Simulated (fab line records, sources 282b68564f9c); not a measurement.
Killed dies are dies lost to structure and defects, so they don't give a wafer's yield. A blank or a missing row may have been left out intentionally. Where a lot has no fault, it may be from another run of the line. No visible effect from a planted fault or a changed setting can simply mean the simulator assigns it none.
The tool behind it: which one? / flow ritCmos / 13 lots, 39 wafers sampled, at 5 steps of a route of 202

== WHAT THE GAUGES READ, wafer by wafer ==
RIT_NRETRO_OVL_MEAS_06. Usual: NRETRO_OVL typically reads -0.3 nm, with standard deviation 1.4.
lot=L701; measured=day 2 05:31; on=overlay-02; NRETRO_OVL (nm)=0.0 -0.2 0.4; flag=
lot=L702; measured=day 2 10:08; on=overlay-02; NRETRO_OVL (nm)=-1.7 -0.4 -1.0; flag=
lot=L703; measured=day 2 16:29; on=overlay-02; NRETRO_OVL (nm)=-3.1 -3.3 -0.6; flag=
lot=L704; measured=day 2 20:50; on=overlay-01; NRETRO_OVL (nm)=-0.6 1.2 0.9; flag=
lot=L705; measured=day 3 02:46; on=overlay-01; NRETRO_OVL (nm)=1.0 0.9 1.4; flag=
lot=L707; measured=day 3 11:51; on=overlay-02; NRETRO_OVL (nm)=1.2 -0.3 -0.9; flag=
lot=L714; measured=day 5 05:17; on=overlay-02; NRETRO_OVL (nm)=-3.4 -0.7 -1.0; flag=
lot=L716; measured=day 5 12:56; on=overlay-01; NRETRO_OVL (nm)=1.4 0.7 0.8; flag=
lot=L717; measured=day 5 15:23; on=overlay-01; NRETRO_OVL (nm)=1.7 1.0 1.3; flag=
lot=L718; measured=day 5 20:11; on=overlay-01; NRETRO_OVL (nm)=-1.2 0.1 -1.5; flag=
lot=L720; measured=day 6 04:08; on=overlay-02; NRETRO_OVL (nm)=-1.4 -1.6 -1.3; flag=
lot=L722; measured=day 6 13:42; on=overlay-01; NRETRO_OVL (nm)=0.0 0.0 0.2; flag=
lot=L724; measured=day 7 02:37; on=overlay-02; NRETRO_OVL (nm)=-1.6 -0.6 -0.9; flag=

RIT_GATE_THK_MEAS_09. Usual: GATE_POLY_THK typically reads 250.1 nm, with standard deviation 2.1.
lot=L701; measured=day 2 11:28; on=filmMetro-01; GATE_POLY_THK (nm)=247.9 248.2 248.7; flag=
lot=L702; measured=day 2 16:03; on=filmMetro-01; GATE_POLY_THK (nm)=251.6 247.2 249.6; flag=
lot=L703; measured=day 2 23:25; on=filmMetro-02; GATE_POLY_THK (nm)=251.4 252.7 252.8; flag=
lot=L704; measured=day 3 03:35; on=filmMetro-01; GATE_POLY_THK (nm)=246.0 246.8 247.6; flag=
lot=L705; measured=day 3 08:45; on=filmMetro-03; GATE_POLY_THK (nm)=249.5 248.9 248.8; flag=
lot=L707; measured=day 3 18:18; on=filmMetro-02; GATE_POLY_THK (nm)=249.7 250.2 250.9; flag=
lot=L714; measured=day 5 11:00; on=filmMetro-01; GATE_POLY_THK (nm)=251.4 251.0 250.5; flag=
lot=L716; measured=day 5 19:26; on=filmMetro-02; GATE_POLY_THK (nm)=255.2 251.9 251.2; flag=
lot=L717; measured=day 5 22:43; on=filmMetro-02; GATE_POLY_THK (nm)=196.0 196.5 195.9; flag=OFF
lot=L718; measured=day 6 02:04; on=filmMetro-03; GATE_POLY_THK (nm)=248.9 249.6 247.9; flag=
lot=L720; measured=day 6 10:09; on=filmMetro-02; GATE_POLY_THK (nm)=250.2 252.3 252.2; flag=
lot=L722; measured=day 6 19:59; on=filmMetro-03; GATE_POLY_THK (nm)=249.5 249.7 248.2; flag=
lot=L724; measured=day 7 10:15; on=filmMetro-01; GATE_POLY_THK (nm)=253.7 255.3 251.2; flag=

RIT_GATE_OVL_MEAS_17. Usual: GATE_OVL typically reads -0.3 nm, with standard deviation 1.3.
lot=L701; measured=day 2 12:29; on=overlay-01; GATE_OVL (nm)=-1.6 2.2 0.1; flag=
lot=L702; measured=day 2 17:13; on=overlay-01; GATE_OVL (nm)=0.0 1.2 -0.1; flag=
lot=L703; measured=day 3 00:26; on=overlay-01; GATE_OVL (nm)=0.0 1.8 -0.2; flag=
lot=L704; measured=day 3 04:43; on=overlay-01; GATE_OVL (nm)=0.8 0.0 -0.4; flag=
lot=L705; measured=day 3 09:54; on=overlay-02; GATE_OVL (nm)=-0.4 -1.2 -0.9; flag=
lot=L707; measured=day 3 19:19; on=overlay-02; GATE_OVL (nm)=3.0 -0.6 2.7; flag=
lot=L714; measured=day 5 12:13; on=overlay-01; GATE_OVL (nm)=-1.2 -0.9 -1.9; flag=
lot=L716; measured=day 5 20:38; on=overlay-02; GATE_OVL (nm)=2.8 1.6 -0.4; flag=
lot=L717; measured=day 5 23:52; on=overlay-02; GATE_OVL (nm)=0.8 1.8 0.8; flag=
lot=L718; measured=day 6 03:21; on=overlay-02; GATE_OVL (nm)=-0.9 1.0 -0.2; flag=
lot=L720; measured=day 6 11:19; on=overlay-02; GATE_OVL (nm)=-3.2 -3.6 -3.8; flag=
lot=L722; measured=day 6 21:08; on=overlay-02; GATE_OVL (nm)=-0.9 0.9 -0.1; flag=
lot=L724; measured=day 7 11:24; on=overlay-02; GATE_OVL (nm)=-1.5 -1.9 0.7; flag=

== EACH LOT AND THE TOOL THAT RAN IT (in order: tool; ch and the chambers of the sampled wafers; start) ==
lot=L701; RIT_PRETRO_STRIP_09=plasmaAsher-04 ch 0,1, day 2 07:38; RIT_GATE_CVD_08=lpcvd-01 ch 0, day 2 09:50
lot=L702; RIT_PRETRO_STRIP_09=plasmaAsher-02 ch 0,1, day 2 12:09; RIT_GATE_CVD_08=lpcvd-02 ch 0, day 2 14:26
lot=L703; RIT_PRETRO_STRIP_09=plasmaAsher-04 ch 0,1, day 2 18:31; RIT_GATE_CVD_08=lpcvd-02 ch 1, day 2 20:58
lot=L704; RIT_PRETRO_STRIP_09=plasmaAsher-02 ch 0,1, day 2 23:12; RIT_GATE_CVD_08=lpcvd-01 ch 1, day 3 01:56
lot=L705; RIT_PRETRO_STRIP_09=plasmaAsher-02 ch 0,1, day 3 04:59; RIT_GATE_CVD_08=lpcvd-01 ch 0, day 3 07:08
lot=L707; RIT_PRETRO_STRIP_09=plasmaAsher-04 ch 0,1, day 3 13:53; RIT_GATE_CVD_08=lpcvd-01 ch 0, day 3 16:39
lot=L714; RIT_PRETRO_STRIP_09=plasmaAsher-02 ch 1, day 5 07:17; RIT_GATE_CVD_08=lpcvd-01 ch 1, day 5 09:22
lot=L716; RIT_PRETRO_STRIP_09=plasmaAsher-04 ch 0,1, day 5 15:02; RIT_GATE_CVD_08=lpcvd-02 ch 1, day 5 17:49
lot=L717; RIT_PRETRO_STRIP_09=plasmaAsher-02 ch 0,1, day 5 17:31; RIT_GATE_CVD_08=lpcvd-01 ch 1, day 5 21:06
lot=L718; RIT_PRETRO_STRIP_09=plasmaAsher-04 ch 0,1, day 5 22:20; RIT_GATE_CVD_08=lpcvd-02 ch 1, day 6 00:27
lot=L720; RIT_PRETRO_STRIP_09=plasmaAsher-01 ch 0,1, day 6 06:08; RIT_GATE_CVD_08=lpcvd-02 ch 0, day 6 08:32
lot=L722; RIT_PRETRO_STRIP_09=plasmaAsher-04 ch 1, day 6 15:41; RIT_GATE_CVD_08=lpcvd-02 ch 1, day 6 18:22
lot=L724; RIT_PRETRO_STRIP_09=plasmaAsher-01 ch 0,1, day 7 04:35; RIT_GATE_CVD_08=lpcvd-02 ch 1, day 7 08:37
- RIT_PRETRO_STRIP_09: strips in O2, time 180 s.
- RIT_GATE_CVD_08: deposits poly-Si from SiH4, target thk 250 nm, time 2220 s.

== AS READ BY THE TOOLS THEMSELVES (means over the sampled wafers that have a number; for cases with no such wafer, the mark the record gives instead) ==
RIT_PRETRO_STRIP_09. Usual: 5.44 A for drypumpMotorCurrentA, sd 0.26.
lot=L701; tool=plasmaAsher-04; drypumpMotorCurrentA (A)=5.68; flag=
lot=L702; tool=plasmaAsher-02; drypumpMotorCurrentA (A)=5.37; flag=
lot=L703; tool=plasmaAsher-04; drypumpMotorCurrentA (A)=5.46; flag=
lot=L704; tool=plasmaAsher-02; drypumpMotorCurrentA (A)=5.39; flag=
lot=L705; tool=plasmaAsher-02; drypumpMotorCurrentA (A)=5.35; flag=
lot=L707; tool=plasmaAsher-04; drypumpMotorCurrentA (A)=5.67; flag=
lot=L714; tool=plasmaAsher-02; drypumpMotorCurrentA (A)=5.46; flag=
lot=L716; tool=plasmaAsher-04; drypumpMotorCurrentA (A)=5.69; flag=
lot=L717; tool=plasmaAsher-02; drypumpMotorCurrentA (A)=5.36; flag=
lot=L718; tool=plasmaAsher-04; drypumpMotorCurrentA (A)=5.44; flag=
lot=L720; tool=plasmaAsher-01; drypumpMotorCurrentA (A)=5.30; flag=
lot=L722; tool=plasmaAsher-04; drypumpMotorCurrentA (A)=5.19; flag=
lot=L724; tool=plasmaAsher-01; drypumpMotorCurrentA (A)=5.29; flag=

RIT_GATE_CVD_08. Usual: spikeTcCentreC 612.4 C, standard deviation 1.2; spikeTcLoadC 631.6 C, standard deviation 2.4; spikeTcSourceC 628.0 C, standard deviation 2.4.
lot=L701; tool=lpcvd-01; spikeTcCentreC (C)=611.5; spikeTcLoadC (C)=632.5; spikeTcSourceC (C)=632.2; flag=
lot=L702; tool=lpcvd-02; spikeTcCentreC (C)=612.8; spikeTcLoadC (C)=633.8; spikeTcSourceC (C)=626.0; flag=
lot=L703; tool=lpcvd-02; spikeTcCentreC (C)=612.0; spikeTcLoadC (C)=632.4; spikeTcSourceC (C)=626.5; flag=
lot=L704; tool=lpcvd-01; spikeTcCentreC (C)=612.0; spikeTcLoadC (C)=627.5; spikeTcSourceC (C)=627.9; flag=
lot=L705; tool=lpcvd-01; spikeTcCentreC (C)=611.3; spikeTcLoadC (C)=633.1; spikeTcSourceC (C)=632.2; flag=
lot=L707; tool=lpcvd-01; spikeTcCentreC (C)=612.5; spikeTcLoadC (C)=631.2; spikeTcSourceC (C)=632.4; flag=
lot=L714; tool=lpcvd-01; spikeTcCentreC (C)=612.2; spikeTcLoadC (C)=628.4; spikeTcSourceC (C)=628.6; flag=
lot=L716; tool=lpcvd-02; spikeTcCentreC (C)=612.9; spikeTcLoadC (C)=632.7; spikeTcSourceC (C)=626.9; flag=
lot=L717; tool=lpcvd-01; spikeTcCentreC (C)=603.4; spikeTcLoadC (C)=618.4; spikeTcSourceC (C)=617.7; flag=OFF
lot=L718; tool=lpcvd-02; spikeTcCentreC (C)=613.8; spikeTcLoadC (C)=633.2; spikeTcSourceC (C)=626.9; flag=
lot=L720; tool=lpcvd-02; spikeTcCentreC (C)=612.9; spikeTcLoadC (C)=634.3; spikeTcSourceC (C)=625.7; flag=
lot=L722; tool=lpcvd-02; spikeTcCentreC (C)=614.0; spikeTcLoadC (C)=631.9; spikeTcSourceC (C)=626.8; flag=
lot=L724; tool=lpcvd-02; spikeTcCentreC (C)=613.1; spikeTcLoadC (C)=632.9; spikeTcSourceC (C)=627.0; flag=

== THE ANSWER, worked out from the rows above alone ==
Rule: a lot is off if the mean of its wafers that have a number lies more than 3 standard deviations from the usual mean. A lot without any number at a reading at which 4 lots or more have one is off too. The other lots that the step has rows for count as sound. Order of review: gauges by route order, followed by the tools' own readings, for which a lot's mean as printed above is used. At the first step where some lot is off, the reading lying furthest off is the one used; lots without a number count as furthest.
Off: L717, at RIT_GATE_THK_MEAS_09 (GATE_POLY_THK).
If a tool, at a process step before that reading, ran all the lots that are off and no sound lot after the first of them, it fits. Not tried: the gauges at RIT_GATE_THK_MEAS_09; whatever is off there is also off at RIT_GATE_CVD_08, on other tools, and gauge error can't account for it. This does not decide it: 2 tools fit, namely plasmaAsher-02 at RIT_PRETRO_STRIP_09 and lpcvd-01 at RIT_GATE_CVD_08.

== WHAT WAS PUT IN BY THE SIMULATOR ==
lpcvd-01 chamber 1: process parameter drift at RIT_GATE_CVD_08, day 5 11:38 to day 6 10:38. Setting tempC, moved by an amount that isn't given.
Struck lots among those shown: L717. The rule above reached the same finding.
